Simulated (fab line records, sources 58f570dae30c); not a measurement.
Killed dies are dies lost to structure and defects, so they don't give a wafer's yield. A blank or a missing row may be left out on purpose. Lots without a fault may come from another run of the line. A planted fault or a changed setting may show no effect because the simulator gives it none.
Problem report in the 8D (eight disciplines) form, filled by code | flow berkeley_cmos170 | the parts of the form that need people (team, actions taken, sign-off) are left out

1. THE PROBLEM
ACTIVE_OXIDE_THK at UCB170_ACTIVE_THK_MEAS_03 reads a mean of 38.1 nm on 6 wafers of 2 lots; wafers without a fault read 26.3 nm with a standard deviation of 0.5. That is +24 standard deviations from the usual mean.
First seen on wafer L978.2, day 6 16:23, on film_metro-03. The record holds 33 wafers of 11 lots with a number at this step. Rule for "out", or "out of limits": more than 4 standard deviations from the usual mean. The other wafers with a number count as sound.

2. WHAT IT IS AND WHAT IT IS NOT
question                    | is                           | is not
which readings at this step | ACTIVE_OXIDE_THK             | -
which lots                  | L977, L978                   | L962, L963, L964, L965, L966, L967, L968, L970, L979
which wafers of those lots  | all that have a number       | -
read on which gauges        | film_metro-02, film_metro-03 | film_metro-01
when                        | from day 6 16:23             | up to then (24 sound wafers); but 3 sound wafers of L979 came after

3. SUSPECTS, AND WHAT RULES EACH OUT
Counting: a tool at a process step up to the reading stays a suspect if it ran every lot that is out and no sound lot after the first of them.
- the gauge at UCB170_ACTIVE_THK_MEAS_03: ruled out. The wafers that are out were read on 2 gauges (film_metro-02, film_metro-03).
- furnace-04 at UCB170_ACTIVE_OXIDATION_02 (target thk 26.4 nm, ox time 1260 s): kept. It ran every lot that is out, first L977 (day 6 15:02), and no sound lot after that; its last sound lot up to then is L970 (day 5 14:48).
Left after counting: furnace-04 at UCB170_ACTIVE_OXIDATION_02.

4. THE CAUSE (what the simulator had put in)
Process parameter drift: furnace-04, from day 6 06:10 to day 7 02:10, at UCB170_ACTIVE_OXIDATION_02. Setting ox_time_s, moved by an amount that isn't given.
Counting left only this tool.

5. THE CHAIN OF EFFECTS, in route order
Each row: a reading whose mean over the struck wafers that have a number lies more than 3 standard deviations from the usual. Only readings for which the record gives a usual standard deviation are gone through. hours: the time from each lot's start at the first step in this table that gives one to its start at this step, as a median over the lots. sigmas: the change in usual standard deviations.
hours | step                      | reading          | usual   | on struck wafers | change | sigmas
0     | UCB170_ACTIVE_THK_MEAS_03 | ACTIVE_OXIDE_THK | 26.3 nm | 38.1             | +11.8  | +24
Later measuring or inspecting steps at which every struck wafer that the step has a row for has a number for every such reading, and none has moved that far: UCB170_PFIELD_OVL_MEAS_06, UCB170_PFIELD_TW_MEAS_09.

6. WHAT WOULD HAVE CAUGHT IT SOONER
In this record the first reading out of limits at a measuring or inspecting step was taken at day 6 16:23, 10 hours after the fault began at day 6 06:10.
Of the tool readings at UCB170_ACTIVE_OXIDATION_02 for which the record gives a usual standard deviation, none was out on any struck wafer, so an alarm limit of 4 standard deviations on them would not have fired.
All the lots that are out (2) had begun UCB170_ACTIVE_OXIDATION_02 on furnace-04 by day 6 16:23. A hold on the tool at that time would have spared none of them.
